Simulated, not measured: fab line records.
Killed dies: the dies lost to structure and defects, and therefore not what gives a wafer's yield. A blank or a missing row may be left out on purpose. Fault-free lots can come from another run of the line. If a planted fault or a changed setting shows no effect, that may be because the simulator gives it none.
Split-lot experiment | flow berkeley-cmos170 | 23 wafers read across 5 lots, on a route 331 steps long

ABOUT THE SPLIT
At UCB170_NWELL_CVD_04 (deposits Si3N4 from SiH2Cl2/NH3, target thk 224 nm, time 3360 s), the setting sih2cl2-flow-sccm was moved away from the recipe's 25 sccm on 20 of the 23 wafers read, by -11.3% to +10.8%. For the rest of the wafers, this setting stayed at what the recipe calls for.

The reading comes from the split's own step.

THE READING
Si3N4_of_NWELL_CVD_04.thk-nm (the simulator's own value, which no gauge read), in nm, at UCB170_NWELL_CVD_04 (deposits Si3N4 from SiH2Cl2/NH3, target thk 224 nm, time 3360 s). There is no usual value for it anywhere in the file. Average 226.4 nm, standard deviation 0.16 nm, over the 3 wafers here run with the recipe.

wafer  | tool, chamber at the split | sih2cl2-flow-sccm as run, sccm | against the recipe | Si3N4_of_NWELL_CVD_04.thk-nm, nm | against lot-mates on the recipe
L074.1 | -, -                       | 23.65                          | -5.4%              | 217.5                            | no lot-mate on the recipe
L074.2 | -, -                       | 23.65                          | -5.4%              | 219.4                            | no lot-mate on the recipe
L074.3 | -, -                       | 23.65                          | -5.4%              | 216.8                            | no lot-mate on the recipe
L074.4 | -, -                       | 23.65                          | -5.4%              | 217.2                            | no lot-mate on the recipe
L074.5 | -, -                       | 23.65                          | -5.4%              | 216.6                            | no lot-mate on the recipe
L075.1 | -, -                       | 27.7                           | +10.8%             | 230                              | no lot-mate on the recipe
L075.2 | -, -                       | 27.7                           | +10.8%             | 230.4                            | no lot-mate on the recipe
L075.3 | -, -                       | 27.7                           | +10.8%             | 230.2                            | no lot-mate on the recipe
L075.4 | -, -                       | 27.7                           | +10.8%             | 229.2                            | no lot-mate on the recipe
L075.6 | -, -                       | 27.7                           | +10.8%             | 229.9                            | no lot-mate on the recipe
L076.2 | -, -                       | 22.18                          | -11.3%             | 216.6                            | no lot-mate on the recipe
L076.3 | -, -                       | 22.18                          | -11.3%             | 216.2                            | no lot-mate on the recipe
L076.4 | -, -                       | 22.18                          | -11.3%             | 218.7                            | no lot-mate on the recipe
L076.5 | -, -                       | 22.18                          | -11.3%             | 218.6                            | no lot-mate on the recipe
L076.6 | -, -                       | 22.18                          | -11.3%             | 218.1                            | no lot-mate on the recipe
L082.1 | lpcvd-02, 1                | 25                             | recipe             | 226.6                            | -
L082.3 | lpcvd-02, 1                | 25                             | recipe             | 226.4                            | -
L082.4 | lpcvd-02, 1                | 25                             | recipe             | 226.2                            | -
L083.1 | -, -                       | 22.86                          | -8.6%              | 221                              | no lot-mate on the recipe
L083.2 | -, -                       | 22.86                          | -8.6%              | 222.1                            | no lot-mate on the recipe
L083.3 | -, -                       | 22.86                          | -8.6%              | 218.9                            | no lot-mate on the recipe
L083.4 | -, -                       | 22.86                          | -8.6%              | 221.4                            | no lot-mate on the recipe
L083.6 | -, -                       | 22.86                          | -8.6%              | 218.7                            | no lot-mate on the recipe

THE FIT
A straight line over all 23 wafers: Si3N4_of_NWELL_CVD_04.thk-nm changes by +0.575 nm for each +1% of sih2cl2-flow-sccm; r = +0.91; the points scatter about the line by 2.2 nm.
Too few moved wafers with a lot-mate on the recipe to fit a line net of each lot's own level.

FILE'S OWN FIT
Si3N4_of_NWELL_CVD_04.thk-nm changes by +0.575 nm for each +1% of sih2cl2-flow-sccm, r = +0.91.
